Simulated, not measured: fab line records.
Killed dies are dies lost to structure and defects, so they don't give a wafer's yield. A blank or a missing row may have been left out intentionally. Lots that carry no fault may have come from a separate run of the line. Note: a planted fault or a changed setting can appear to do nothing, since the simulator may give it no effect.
fab line records | flow ritCmos
record: lots: 6 wafers: 18 lastDay: 7
route steps=202 shown NWELL@35 PWELL@39 WELLDRIVE@50 NRETRO@53 M1@202
lots that met no fault: taken from a fault-free run of the same line
startH: hours from the record's first day to the start of the lot's first wafer shown | waitH: time in hours since the lot's previous step | " repeats the value in the row above | L1.1+2: one row covering several wafers at once | - no value present, or no start provided | * or withheld: withheld | < > ~ a bound
route shown NAME@n: a module of which the file shows steps, and the number in the route of the first | usual: mean/standard deviation taken from wafers without a fault | same: alike in all rows | chamber/n: place in a boat | sites: readings site by site | _std_site: the standard deviation of these | _edge_site: mean of outer sites minus mean of inner sites | radiusMm: for every site, how far away it sits from the centre of the wafer | mask NAME#n: copy n | behind: the tool/chamber that last shaped the wafer | hold: what put the lot on hold/how long, in hours/how the hold closed | device: whichever transistor did not switch (one of n, p or np) | end of line: at the end of the route, the tests of the same wafers | step lacking rows: just its recipe | killed: count of dies lost to structure and defects at first sort (not the wafer's yield) | map: per-die view of a wafer (x killed, . not killed, _ where there is no die)
set.NAME: the setting as run; set.NAME@STEP: as run at that earlier step | model.NAME: the simulator's own value behind a step, which no gauge read
a table for each step, a row for each wafer; lots at some steps of the route
services: the hour from which a tool's chamber was out of use, counted from the record's first day as startH (under 0 if before that day), plus the number of hours and why
== steps ==
step: RIT_NWELL_HARDBAKE_07
recipe: resist: NOVOLAK tempC: 140 timeS: 120
step: RIT_NWELL_IMPLANT_08
recipe: species: P energyKev: 170 doseCm2: 5e+13 tiltDeg: 7
step: RIT_NWELL_STRIP_09
recipe: chemistry: O2 timeS: 180 resist: NOVOLAK platenTempC: withheld powerW: 500 pressureMtorr: 4000 o2FlowSccm: 4000
usual: drypumpMotorCurrentA: 5.68/0.28
columns lot.wafer tool chamber startH waitH drypumpMotorCurrentA rfHoursCounterH
L507.2 plasmaAsher-04 1 21.15 0.1 5.85 38
L507.4 " 1 " " 5.81 -
L507.5 " 0 " " 5.24 -
L511.1 plasmaAsher-03 1 48.44 0.1 5.71 40
L511.3 " 0 " " 5.37 -
L511.6 " 1 " " 5.72 -
L513.1 plasmaAsher-04 1 57.02 0.1 5.78 42
L513.3 " 0 " " 5.22 -
L513.4 " 1 " " 5.82 -
L518.1 plasmaAsher-03 0 82.84 0.1 5.41 44
L518.3 " 1 " " 5.72 -
L518.4 " 0 " " 5.37 -
L526.2 plasmaAsher-01 0 117.58 0.1 5.72 46
L526.4 " 1 " " 6.07 -
L526.5 " 0 " " 5.72 -
L530.1 plasmaAsher-04 1 139.47 0.1 5.79 51
L530.4 " 1 " " 5.80 -
L530.5 " 1 " " 5.78 -
step: RIT_NWELL_TW_MEAS_10
usual: NWELL_TW: 2141/13
columns lot.wafer tool chamber startH waitH NWELL_TW
L507.2 filmMetro-01 - 21.33 0.1 2131
L507.4 " - " " 2136
L507.5 " - " " 2133
L511.1 filmMetro-04 - 48.61 0.1 2155
L511.3 " - " " 2157
L511.6 " - " " 2147
L513.1 filmMetro-04 - 57.19 0.1 2152
L513.3 " - " " 2148
L513.4 " - " " 2148
L518.1 filmMetro-03 - 83.01 0.1 2142
L518.3 " - " " 2147
L518.4 " - " " 2148
L526.2 filmMetro-03 - 117.77 0.1 2142
L526.4 " - " " 2144
L526.5 " - " " 2129
L530.1 filmMetro-04 - 139.65 0.1 2159
L530.4 " - " " 2148
L530.5 " - " " 2152
step: RIT_PWELL_HMDS_00
recipe: primeTimeS: 60 primeTempC: 140
step: RIT_PWELL_COAT_01
recipe: resist: NOVOLAK spinRpm: 2000 resistThkNm: 1300
step: RIT_PWELL_SOFTBAKE_02
recipe: resist: NOVOLAK tempC: 90 timeS: 60
step: RIT_PWELL_EXPOSE_03
recipe: maskId: M3 na: 0.57 targetCdNm: 43700 doseMj: 250
step: RIT_PWELL_PEB_04
recipe: resist: NOVOLAK tempC: withheld timeS: withheld
step: RIT_PWELL_DEVELOP_05
recipe: resist: NOVOLAK developTimeS: 68 devTempC: 23
step: RIT_PWELL_OVL_MEAS_06
usual: PWELL_OVL: -0.1/1.4
columns lot.wafer tool chamber startH waitH PWELL_OVL[nm]
L507.2 overlay-02 - 22.40 - 0.3
L507.4 " - " " -1.3
L507.5 " - " " 1.6
L511.1 overlay-01 - 49.68 - -2.3
L511.3 " - " " -2.9
L511.6 " - " " -1.0
L513.1 overlay-02 - 58.13 - 0.1
L513.3 " - " " -1.5
L513.4 " - " " -0.9
L518.1 overlay-02 - 84.09 - 0.7
L518.3 " - " " -0.6
L518.4 " - " " -0.2
L526.2 overlay-02 - 118.93 - 1.8
L526.4 " - " " 1.4
L526.5 " - " " -0.1
L530.1 overlay-01 - 140.83 - 1.8
L530.4 " - " " 1.0
L530.5 " - " " 1.8
step: RIT_PWELL_HARDBAKE_07
recipe: resist: NOVOLAK tempC: 140 timeS: 120
step: RIT_PWELL_IMPLANT_08
recipe: species: B energyKev: 170 doseCm2: 7e+13 tiltDeg: 7
usual: doseIonsCm2: 7e+13/7.7e+10 faradayCurrentUA: 223/3.9
columns lot.wafer tool chamber startH waitH doseIonsCm2 faradayCurrentUA
L507.2 implanter-01 0 22.70 0.2 7.003e+13 222
L507.4 " 0 " " 7.003e+13 223
L507.5 " 0 " " 7.002e+13 219
L511.1 implanter-02 0 49.96 0.2 7.004e+13 223
L511.3 " 0 " " 7.002e+13 224
L511.6 " 0 " " 7.005e+13 223
L513.1 implanter-03 0 58.42 0.2 6.999e+13 212
L513.3 " 0 " " 6.999e+13 216
L513.4 " 0 " " 6.998e+13 225
L518.1 implanter-01 0 84.37 0.2 7e+13 226
L518.3 " 0 " " 7.003e+13 220
L518.4 " 0 " " 6.991e+13 214
L526.2 implanter-03 0 119.24 0.2 1.2181e+14 377
L526.4 " 0 " " 1.2166e+14 374
L526.5 " 0 " " 1.218e+14 405
L530.1 implanter-03 0 141.12 0.2 1.2159e+14 393
L530.4 " 0 " " 1.2177e+14 382
L530.5 " 0 " " 1.2162e+14 381
step: RIT_PWELL_STRIP_09
recipe: chemistry: O2 timeS: 180 resist: NOVOLAK platenTempC: withheld powerW: 500 pressureMtorr: 4000 o2FlowSccm: 4000
usual: drypumpMotorCurrentA: 5.66/0.27
columns lot.wafer tool chamber startH waitH drypumpMotorCurrentA rfHoursCounterH
L507.2 plasmaAsher-04 0 22.83 0.1 5.22 38
L507.4 " 1 " " 5.76 -
L507.5 " 0 " " 5.21 -
L511.1 plasmaAsher-02 1 50.11 0.1 6.01 27
L511.3 " 0 " " 5.77 -
L511.6 " 0 " " 5.78 -
L513.1 plasmaAsher-04 1 58.57 0.1 5.80 42
L513.3 " 0 " " 5.21 -
L513.4 " 1 " " 5.80 -
L518.1 plasmaAsher-03 1 84.52 0.1 5.75 44
L518.3 " 1 " " 5.76 -
L518.4 " 0 " " 5.40 -
L526.2 plasmaAsher-03 0 119.36 0.1 5.41 0
L526.4 " 0 " " 5.37 -
L526.5 " 1 " " 5.73 -
L530.1 plasmaAsher-04 1 141.27 0.1 5.82 51
L530.4 " 0 " " 5.26 -
L530.5 " 0 " " 5.24 -
step: RIT_PWELL_TW_MEAS_10
usual: PWELL_TW: 949/6.5
columns lot.wafer tool chamber startH waitH PWELL_TW
L507.2 filmMetro-04 - 23.01 0.1 954
L507.4 " - " " 950
L507.5 " - " " 948
L511.1 filmMetro-03 - 50.29 0.1 948
L511.3 " - " " 948
L511.6 " - " " 945
L513.1 filmMetro-01 - 58.74 0.1 934
L513.3 " - " " 944
L513.4 " - " " 942
L518.1 filmMetro-04 - 84.70 0.1 952
L518.3 " - " " 957
L518.4 " - " " 961
L526.2 filmMetro-01 - 119.55 0.1 1125
L526.4 " - " " 1129
L526.5 " - " " 1122
L530.1 filmMetro-04 - 141.44 0.1 1133
L530.4 " - " " 1141
L530.5 " - " " 1138
step: RIT_WELLDRIVE_ANNEAL_00
recipe: tempC: 1100 timeS: 14700 ambient: N2
step: RIT_WELLDRIVE_RS_MEAS_01
recipe: thkMeasGauge: four-point-probe
usual: NWELL_RS: 275.8/0.85
columns lot.wafer tool chamber startH waitH NWELL_RS[ohm/sq]
L507.2 filmMetro-04 - 28.55 0.0 274.0
L507.4 " - " " 274.7
L507.5 " - " " 273.7
L511.1 filmMetro-03 - 57.32 0.0 275.5
L511.3 " - " " 274.7
L511.6 " - " " 275.8
L513.1 filmMetro-01 - 65.29 0.0 277.8
L513.3 " - " " 277.0
L513.4 " - " " 278.0
L518.1 filmMetro-01 - 90.24 0.0 276.7
L518.3 " - " " 276.8
L518.4 " - " " 276.2
L526.2 filmMetro-01 - 125.36 0.0 275.9
L526.4 " - " " 275.7
L526.5 " - " " 276.3
L530.1 filmMetro-01 - 146.58 0.0 274.7
L530.4 " - " " 275.7
L530.5 " - " " 276.1
step: RIT_WELLDRIVE_RS_MEAS_02
recipe: thkMeasGauge: four-point-probe
usual: PWELL_RS: 430.4/1.3
columns lot.wafer tool chamber startH waitH PWELL_RS[ohm/sq]
L507.2 filmMetro-04 - 28.67 0.1 429.8
L507.4 " - " " 430.3
L507.5 " - " " 430.6
L511.1 filmMetro-03 - 57.44 0.1 429.2
L511.3 " - " " 429.2
L511.6 " - " " 430.3
L513.1 filmMetro-01 - 65.41 0.1 432.3
L513.3 " - " " 432.4
L513.4 " - " " 432.7
L518.1 filmMetro-01 - 90.36 0.1 430.3
L518.3 " - " " 430.4
L518.4 " - " " 430.2
L526.2 filmMetro-01 - 125.48 0.1 306.5
L526.4 " - " " 307.7
L526.5 " - " " 306.8
L530.1 filmMetro-01 - 146.70 0.1 306.1
L530.4 " - " " 305.7
L530.5 " - " " 306.0
step: RIT_NRETRO_HMDS_00
recipe: primeTimeS: 60 primeTempC: 140
step: RIT_M1_PROBE_99
usual: killedAtContacts: 0.1/0.37 killedAtFrontEnd: 6.9/2.9 killedDies: 7.1/2.9 killedOpen: 3.3/1.8 killedShort: 3.6/2.2
same: grossDies: 264 killed_at_M0_to_M3: 0 killed_at_M4_up: 0 killedAtBackSide: 0 killedAtOther: 0
columns lot.wafer tool chamber startH waitH killedAtContacts killedAtFrontEnd killedDies killedOpen killedShort model.etest.nmos_0p3.rOnOhmUm model.etest.nmos_0p15.rOnOhmUm model.etest.pwellPinched.rsOhmSq model.etest.nmosTurned.driveUaUm model.etest.nmos_0p15.driveUaUm model.etest.pwell.rsOhmSq model.etest.nmosNarrow.driveUaUm model.etest.nmos_0p3.driveUaUm
L507.2 prober-01 - 65.35 0.1 0 6 6 3 3 2124 1100 456.6 328.4 489.8 411.3 232.8 232.7
L507.4 prober-01 - 65.45 0.2 0 9 9 4 5 2144 1106 453.6 324.8 475.5 410 229.4 228.9
L507.5 prober-01 - 65.50 0.2 0 6 6 1 5 2130 1106 463.7 335.1 497.8 415.1 235.4 236.1
L511.1 prober-01 - 92.90 0.1 0 3 3 2 1 2175 1146 448 317.9 462.2 403 225.9 223.3
L511.3 prober-01 - 93.00 0.2 0 6 6 3 3 2179 1148 450.5 314.4 459.6 406.4 224.3 222.5
L511.6 prober-01 - 93.15 0.2 0 5 5 4 1 2226 1157 457.6 301.1 455 410.8 221.7 218.2
L513.1 prober-01 - 101.40 0.1 1 6 7 2 4 2195 1156 456.9 314.6 462.5 415.9 215.2 220.2
L513.3 prober-01 - 101.50 0.2 0 9 9 8 1 2171 1110 452.6 323.7 466.2 415.2 217.2 220.7
L513.4 prober-01 - 101.55 0.2 0 7 7 4 3 2190 1158 465.9 314.1 464.1 417.4 219.5 222.4
L518.1 prober-02 - 122.69 0.1 0 10 10 3 7 2148 1097 457 334.7 485.3 417.7 229.8 228.4
L518.3 prober-02 - 122.79 0.2 0 5 5 3 2 2154 1126 457.8 322.7 474.9 419.5 226.3 225.7
L518.4 prober-02 - 122.84 0.2 0 7 7 3 4 2142 1096 458.8 332.6 488.9 422.3 227.3 228.1
L526.2 prober-02 - 158.21 0.1 0 4 4 1 3 2736 1356 319.4 195.7 338.9 293.3 145.5 146.4
L526.4 prober-02 - 158.31 0.2 1 1 2 0 1 2763 1318 321.6 201.4 349.7 291.8 142.1 145
L526.5 prober-02 - 158.36 0.2 1 5 6 1 4 2762 1342 324.4 204.3 341.2 295.3 141.4 144.2
L530.1 prober-02 - 179.76 0.1 0 9 9 7 2 2708 1388 317 207.4 338.6 292.6 153.4 153.5
L530.4 prober-02 - 179.91 0.2 0 5 5 4 1 2689 1372 318.4 199.2 342.7 287.7 154.9 156.8
L530.5 prober-02 - 179.96 0.2 0 9 9 3 6 2712 1370 321.8 204.6 342.1 292.3 152.6 152.2
killed by level:class
L507.2 REOX:geometricParticle:short=2 SILICIDE:geometricParticle:open=2 GATE:geometricParticle:open=1 GATE:geometricParticle:short=1
L507.4 GATE:geometricParticle:short=2 REOX:geometricParticle:open=2 SPACER:geometricParticle:short=2 FOX2:geometricParticle:open=1 GATE:geometricParticle:open=1 REOX:geometricParticle:short=1
L507.5 REOX:geometricParticle:short=3 FOX2:geometricParticle:short=1 REOX:geometricParticle:open=1 SPACER:geometricParticle:short=1
L511.1 GATE:geometricParticle:short=1 GATE:geometricParticle:open=1 REOX:geometricParticle:open=1
L511.3 FOX1:geometricParticle:short=1 FOX1:geometricParticle:open=1 FOX2:geometricParticle:open=1 GATE:geometricParticle:short=1 SPACER:geometricParticle:short=1 SILICIDE:geometricParticle:open=1
L511.6 FOX2:geometricParticle:open=2 SILICIDE:geometricParticle:open=2 GATE:geometricParticle:short=1
L513.1 FOX1:geometricParticle:short=2 FOX1:geometricParticle:open=1 GATE:geometricParticle:open=1 SPACER:geometricParticle:short=1 CONTACT:geometricParticle:short=1 PRETRO:coatMicrobubblePrinted=1
L513.3 GATE:geometricParticle:open=4 SPACER:geometricParticle:open=2 FOX1:geometricParticle:open=1 FOX2:geometricParticle:short=1 FOX2:geometricParticle:open=1
L513.4 GATE:geometricParticle:open=3 GATE:geometricParticle:short=2 REOX:geometricParticle:open=1 SILICIDE:geometricParticle:short=1
L518.1 GATE:geometricParticle:short=3 SPACER:geometricParticle:short=3 FOX1:geometricParticle:short=1 GATE:geometricParticle:open=1 REOX:geometricParticle:open=1 SPACER:geometricParticle:open=1
L518.3 GATE:geometricParticle:open=2 GATE:geometricParticle:short=1 SPACER:geometricParticle:open=1 SPACER:geometricParticle:short=1
L518.4 FOX2:geometricParticle:short=1 GATE:geometricParticle:open=1 GATE:geometricParticle:short=1 REOX:geometricParticle:short=1 REOX:geometricParticle:open=1 SPACER:geometricParticle:open=1 SPACER:geometricParticle:short=1
L526.2 GATE:geometricParticle:short=2 FOX2:geometricParticle:open=1 SILICIDE:geometricParticle:short=1
L526.4 GATE:geometricParticle:short=1 CONTACT:coatMicrobubblePrinted=1
L526.5 GATE:geometricParticle:short=2 GATE:geometricParticle:open=1 REOX:geometricParticle:short=1 SILICIDE:geometricParticle:short=1 CONTACT:coatMicrobubblePrinted=1
L530.1 FOX1:geometricParticle:open=2 GATE:geometricParticle:open=2 REOX:geometricParticle:open=2 FOX1:geometricParticle:short=1 FOX2:geometricParticle:open=1 SPACER:geometricParticle:short=1
L530.4 GATE:geometricParticle:open=4 GATE:geometricParticle:short=1
L530.5 GATE:geometricParticle:short=4 REOX:geometricParticle:short=2 REOX:geometricParticle:open=2 GATE:geometricParticle:open=1
== services ==
columns tool chamber startH hours kind
implanter-01 - 27.14 1.3 repair
plasmaAsher-01 - 31.07 15.6 pm
implanter-03 - 50.66 3.6 pm
implanter-02 - 57.82 3.9 pm
plasmaAsher-02 - 58.08 9.8 repair
plasmaAsher-02 - 67.84 9.9 pm
implanter-03 - 77.11 3.3 repair
plasmaAsher-04 - 94.35 2.1 repair
plasmaAsher-04 - 100.74 0.8 repair
plasmaAsher-03 - 108.75 9.0 pm
plasmaAsher-03 0 108.75 9.0 ventCycle
plasmaAsher-03 1 108.75 9.0 ventCycle
plasmaAsher-03 0 117.75 - clean
plasmaAsher-03 1 117.75 - clean
== key ==
firstSign: step: RIT_PWELL_IMPLANT_08 reading: doseIonsCm2 direction: up sigmas: 99+ usual: 7e+13 struck: 1.2171e+14
effect: step: RIT_PWELL_IMPLANT_08 reading: faradayCurrentUA direction: up sigmas: 42 usual: 223 struck: 385
effect: step: RIT_PWELL_TW_MEAS_10 reading: PWELL_TW direction: up sigmas: 28 usual: 949 struck: 1131
effect: step: RIT_WELLDRIVE_RS_MEAS_02 reading: PWELL_RS direction: down sigmas: 98 usual: 430.4 struck: 306.5
modelEffect: step: RIT_M1_PROBE_99 value: etest.nmos_0p3.rOnOhmUm without: 2171 struck: 2728
metAt RIT_PWELL_IMPLANT_08
struckWafers L526.2,L526.4,L526.5,L530.1,L530.4,L530.5
testerLeftOut L526,L530
onsetBetween 58.42 119.24
fault: kind: processParameterDrift tool: implanter-03 chamber: - onsetH: 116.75 steps: RIT_PWELL_IMPLANT_08 channel: doseCm2 offset: 5.1667e+13 shape: step endH: 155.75 actsIn: theseRecipesOnly stated: 7e+13
testerLeftOut: of these lots the tester's yield and bins aren't shown, on N5 and GAA mostly nor the transistor test; their killed dies are dies lost to structure and defects alone, not to doping, threshold or leakage, so they don't give the yield
